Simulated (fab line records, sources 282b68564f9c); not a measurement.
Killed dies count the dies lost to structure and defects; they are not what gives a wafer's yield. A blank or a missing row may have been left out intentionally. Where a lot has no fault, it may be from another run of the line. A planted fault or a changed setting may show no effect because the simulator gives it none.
A single fault, viewed from 2 desks ; flow ritCmos ; each desk has only its own numbers; what lay behind them comes last

## FOR THE TOOL OWNER'S DESK: lithoTrack-02
The tool's own readings at RIT_CONTACT_COAT_03 (resist thk 1000 nm): means of the sampled wafers that have a number, for each lot that ran on this tool. A lot is out of limits, marked OUT, if its mean lies more than 4 standard deviations from the usual mean; the brackets give that distance.
Columns: A = dispensePressureKPa at RIT_CONTACT_COAT_03, usual 53.6 kPa; B = spinSpeedRpm at RIT_CONTACT_COAT_03, usual 3250.3 rpm
lot;first seen here;A;B
L258;day 3 10:12;52.7;3247.7
L262;day 4 08:00;52.8;3253.2
L267;day 5 12:47;52.7;3717.6 (+99 or more) OUT
L268;day 5 17:50;52.7;3715.7 (+99 or more) OUT
This desk's verdict: out of limits on L267, L268, starting with L267 at day 5 12:47 (spinSpeedRpm at RIT_CONTACT_COAT_03). L258, L262: within limits.

## METROLOGY DESK
Means of the sampled wafers that have a number, per lot and without regard to the tool the lot ran on: this is what the gauges read. A lot is out of limits, marked OUT, if its mean lies more than 4 standard deviations from the usual mean; the brackets give that distance.
Columns: A = INCOMING_BOW at RIT_ACTIVE_BOW_MEAS_00, usual 0 um; B = cdNm at RIT_CONTACT_CD_MEAS_08, usual 999.5 nm; C = cdNm at RIT_M1_CD_MEAS_09, usual 2600.1 nm; D = M1_BOW at RIT_M1_BOW_MEAS_16, usual 17 um
lot;first seen here;A;B;C;D
L257;day 1 10:00;-1;999.8;2596.8;17
L258;day 1 15:00;4;1000.8;2601.9;21
L259;day 1 20:00;1;997.1;2598.3;23
L261;day 2 06:00;-7;1000.2;2601.4;12
L262;day 2 11:00;0;1002.9;2599.2;16
L267;day 3 12:01;1;1008.2;2598.7;18
L268;day 3 17:01;-3;1004.3;2601.7;15
L274;day 4 23:02;2;999.8;2598.4;19
L277;day 5 14:00;-3;998.0;2599.3;12
L278;day 5 19:01;0;999.1;2601.2;20
L279;day 6 00:00;1;997.8;2602.6;19
L280;day 6 05:04;4;1000.6;2600.9;20
Result from this desk: across the 12 lots, nothing is out of limits.

## TAKEN TOGETHER
The tool owner's desk had the chance to raise an alarm at day 5 12:47 on L267, L268.
At the metrology desk, nothing out of limits was observed.
The metrology desk has L267, L268 on record, within its limits.
All the named lots went through RIT_CONTACT_COAT_03 on lithoTrack-02.

## WHAT THE SIMULATOR PUT IN
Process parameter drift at RIT_CONTACT_COAT_03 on lithoTrack-02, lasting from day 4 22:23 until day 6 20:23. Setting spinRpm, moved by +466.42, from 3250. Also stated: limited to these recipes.
Shown lots that were struck: L267, L268.
Hours from the fault's start to each desk's first reading out of limits: the tool owner's desk, 14.
